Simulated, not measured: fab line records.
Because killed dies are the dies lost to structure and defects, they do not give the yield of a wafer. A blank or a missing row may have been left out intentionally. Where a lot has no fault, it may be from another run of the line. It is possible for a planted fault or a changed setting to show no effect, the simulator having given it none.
Problem report, 8D (eight disciplines) form, completed by code + flow berkeley cmos170 + the parts of the form that need people (team, actions taken, sign-off) are left out

1. THE ISSUE
Wafers free of any fault read 221.5 nm (standard deviation 1.5) for ACTIVE_NITRIDE_THK at UCB170_ACTIVE_THK_MEAS_06, against a mean of 257.5 nm on 6 wafers of 2 lots. That is +24 standard deviations from the usual mean.
Seen first at day 7 16:13 on film metro-04, wafer L980.1. At this step, 42 wafers from 14 lots have a number in the record. By rule, "out" or "out of limits" means more than 4 standard deviations away from the usual mean. The other wafers with a number count as sound.

2. WHAT IT IS; WHAT IT IS NOT
| question                    | is                           | is not                                                                    |
|-----------------------------|------------------------------|---------------------------------------------------------------------------|
| which readings at this step | ACTIVE_NITRIDE_THK           | -                                                                         |
| which lots                  | L980, L981                   | L963, L964, L965, L966, L971, L973, L975, L976, L977, L979, L984, L986    |
| which wafers of those lots  | all that have a number       | -                                                                         |
| read on which gauges        | film metro-01, film metro-04 | film metro-03                                                             |
| when                        | from day 7 16:13             | up to then (30 sound wafers); but 6 sound wafers of L984, L986 came after |

3. WHAT RULES OUT EACH SUSPECT
Counting: any tool at a process step up to the reading is kept as a suspect provided that every lot that is out went through it and no sound lot did after the first of them.
- ruled out: the gauge at UCB170_ACTIVE_THK_MEAS_06. The wafers that are out were read on 2 gauges (film metro-01, film metro-04).
- lpcvd-02 at UCB170_ACTIVE_CVD_05 (deposits Si3N4 from SiH2Cl2/NH3, target thk 220 nm, time 3300 s): kept. All lots that are out passed through it, beginning with L980 at day 7 14:18, and no sound lot followed; its final sound lot before that point was L977 at day 7 03:19. On those wafers its own readings are out: spike tc centre C, zone power centre pct.
After counting, what remains is lpcvd-02 at UCB170_ACTIVE_CVD_05.

4. THE CAUSE (what the simulator had put in)
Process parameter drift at UCB170_ACTIVE_CVD_05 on lpcvd-02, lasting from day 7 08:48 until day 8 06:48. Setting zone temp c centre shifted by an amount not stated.
After counting, this tool was the only one left.

5. THE EFFECT CHAIN, in route order
Each row: a reading whose mean over the struck wafers that have a number lies more than 3 standard deviations from the usual. Only readings whose record carries a usual standard deviation are examined. hours: median over the lots of the time between each lot's start at the first step of this table that gives one and its start at this step. sigmas: the change, counted in usual standard deviations.
| hours | step                      | reading               | usual      | on struck wafers | change | sigmas |
|-------|---------------------------|-----------------------|------------|------------------|--------|--------|
| 0     | UCB170_ACTIVE_CVD_05      | spike tc centre C     | 802.2 C    | 829.1            | +26.9  | +21    |
| 0     | UCB170_ACTIVE_CVD_05      | zone power centre pct | 33.5 %     | 44.2             | +10.7  | +6.3   |
| 2     | UCB170_ACTIVE_THK_MEAS_06 | ACTIVE_NITRIDE_THK    | 221.5 nm   | 257.5            | +36.0  | +24    |
| 3     | UCB170_ACTIVE_ETCH_15     | oes product au        | 0.938 a.u. | 0.989            | +0.051 | +3.4   |
The process steps in it:
- UCB170_ACTIVE_CVD_05: deposits Si3N4 from SiH2Cl2/NH3, target thk 220 nm, time 3300 s.
- UCB170_ACTIVE_ETCH_15: etches Si3N4 in CH3F/Ar/O2, stops on SiO2, target depth 242 nm, time 151 s.
Later measuring or inspecting steps at which every struck wafer that the step has a row for has a number for every such reading, and none has moved that far: UCB170_PFIELD_OVL_MEAS_06, UCB170_SCREENOX_THK_MEAS_02.

6. HOW IT WOULD HAVE BEEN CAUGHT EARLIER
Counted from the fault's start at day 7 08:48, it took 7 hours until the first out-of-limits reading at a measuring or inspecting step in this record, taken at day 7 16:13.
The tool's own readings at UCB170_ACTIVE_CVD_05 were out on every struck wafer that the step has a row for (spike tc centre C, zone power centre pct): an alarm limit on them would have fired on the first of those.
Lots out: 2; all had begun UCB170_ACTIVE_CVD_05 on lpcvd-02 by day 7 16:13. Had the tool been put on hold then, not one of them would have been saved.
